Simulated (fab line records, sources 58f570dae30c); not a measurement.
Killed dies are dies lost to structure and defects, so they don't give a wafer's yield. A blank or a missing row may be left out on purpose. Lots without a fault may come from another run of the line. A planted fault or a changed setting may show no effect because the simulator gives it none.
A sampling plan put to the test | flow berkeley_cmos170 | one fab line, 10 faults that these records tell of, each judged on the records of the lots that it struck
The plan is the line's own looks: the steps of the route at which a gauge or an inspection reads the wafer and doesn't change it. A look can be judged if struck wafers have a number there and the file gives its usual mean and standard deviation on fault-free wafers. Caught: at a look after the fault's first step, the mean of the struck wafers lies 4 or more of those standard deviations (sigma) from the usual mean. On the tool: the same test on the tool's own readings at the fault's steps. Another recipe on the struck wafers, or a record that is blank for them alone, also counts as caught.

THE FAULTS, as the simulator had put them in
1. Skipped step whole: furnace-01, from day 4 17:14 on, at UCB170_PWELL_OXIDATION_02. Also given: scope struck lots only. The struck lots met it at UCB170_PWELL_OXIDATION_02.
2. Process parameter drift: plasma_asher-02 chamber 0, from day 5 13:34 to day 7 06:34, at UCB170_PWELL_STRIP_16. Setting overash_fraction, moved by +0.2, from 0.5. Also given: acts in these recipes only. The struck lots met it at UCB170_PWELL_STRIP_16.
3. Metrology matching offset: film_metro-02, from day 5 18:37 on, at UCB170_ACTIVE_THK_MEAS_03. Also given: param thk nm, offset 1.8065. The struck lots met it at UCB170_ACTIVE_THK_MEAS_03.
4. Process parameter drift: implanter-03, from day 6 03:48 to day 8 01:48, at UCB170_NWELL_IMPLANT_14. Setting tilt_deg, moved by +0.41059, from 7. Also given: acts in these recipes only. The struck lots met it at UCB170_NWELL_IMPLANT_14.
5. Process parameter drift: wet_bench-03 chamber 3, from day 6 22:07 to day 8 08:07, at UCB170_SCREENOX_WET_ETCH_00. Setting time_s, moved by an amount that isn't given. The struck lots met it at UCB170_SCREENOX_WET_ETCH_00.
6. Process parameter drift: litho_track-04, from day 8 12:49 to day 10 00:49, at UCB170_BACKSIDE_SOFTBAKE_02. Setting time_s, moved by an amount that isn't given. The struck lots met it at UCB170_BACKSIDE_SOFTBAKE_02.
7. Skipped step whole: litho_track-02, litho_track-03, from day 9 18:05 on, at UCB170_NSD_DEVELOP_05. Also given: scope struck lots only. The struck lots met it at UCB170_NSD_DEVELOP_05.
8. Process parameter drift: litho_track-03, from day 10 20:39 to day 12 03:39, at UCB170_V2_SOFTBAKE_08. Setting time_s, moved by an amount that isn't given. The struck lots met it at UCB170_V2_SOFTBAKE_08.
9. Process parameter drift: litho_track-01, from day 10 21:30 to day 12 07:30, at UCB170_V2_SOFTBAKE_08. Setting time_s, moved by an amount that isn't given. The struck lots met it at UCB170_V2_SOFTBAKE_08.
10. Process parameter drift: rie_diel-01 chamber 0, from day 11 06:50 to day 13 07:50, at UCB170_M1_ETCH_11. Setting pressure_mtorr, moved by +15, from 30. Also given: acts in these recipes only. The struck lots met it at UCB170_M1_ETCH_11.

WHAT THE PLAN SAW
fault | on the tool itself                               | first look that catches it                      | reading, sigma | median hours from its first step to that look | hours from the fault's start to the first struck lot there | judged looks passed uncaught
1     | the tool's record is blank for the struck wafers | no look after it can be judged                  | -              | -                                             | -                                                          | 0
2     | oes_product_au -13 sigma                         | none of the 2 looks that can be judged after it | -              | -                                             | -                                                          | 2
3     | ACTIVE_OXIDE_THK +4.6 sigma                      | not the one look that can be judged after it    | -              | -                                             | -                                                          | 1
4     | tilt_deg +16 sigma                               | no look after it can be judged                  | -              | -                                             | -                                                          | 0
5     | only faintly: run_length_s +3.7 sigma            | no look after it can be judged                  | -              | -                                             | -                                                          | 0
6     | run_length_s +85 sigma                           | not the one look that can be judged after it    | -              | -                                             | -                                                          | 1
7     | the tool's record is blank for the struck wafers | no look after it can be judged                  | -              | -                                             | -                                                          | 0
8     | heater_power_total_W +53 sigma                   | no look after it can be judged                  | -              | -                                             | -                                                          | 0
9     | heater_power_total_W +57 sigma                   | not the one look that can be judged after it    | -              | -                                             | -                                                          | 1
10    | chamber_pressure_mTorr +99 or beyond sigma       | none of the 2 looks that can be judged after it | -              | -                                             | -                                                          | 2
A dash: the fault isn't caught, or these records don't give the number.

Caught at a look: 0 of 10. Caught on the tool: 9 of 10. By one or the other: 9 of 10.
Caught on the tool alone: faults 1, 2, 3, 4, 6, 7, 8, 9, 10.
Caught by neither: fault 5.
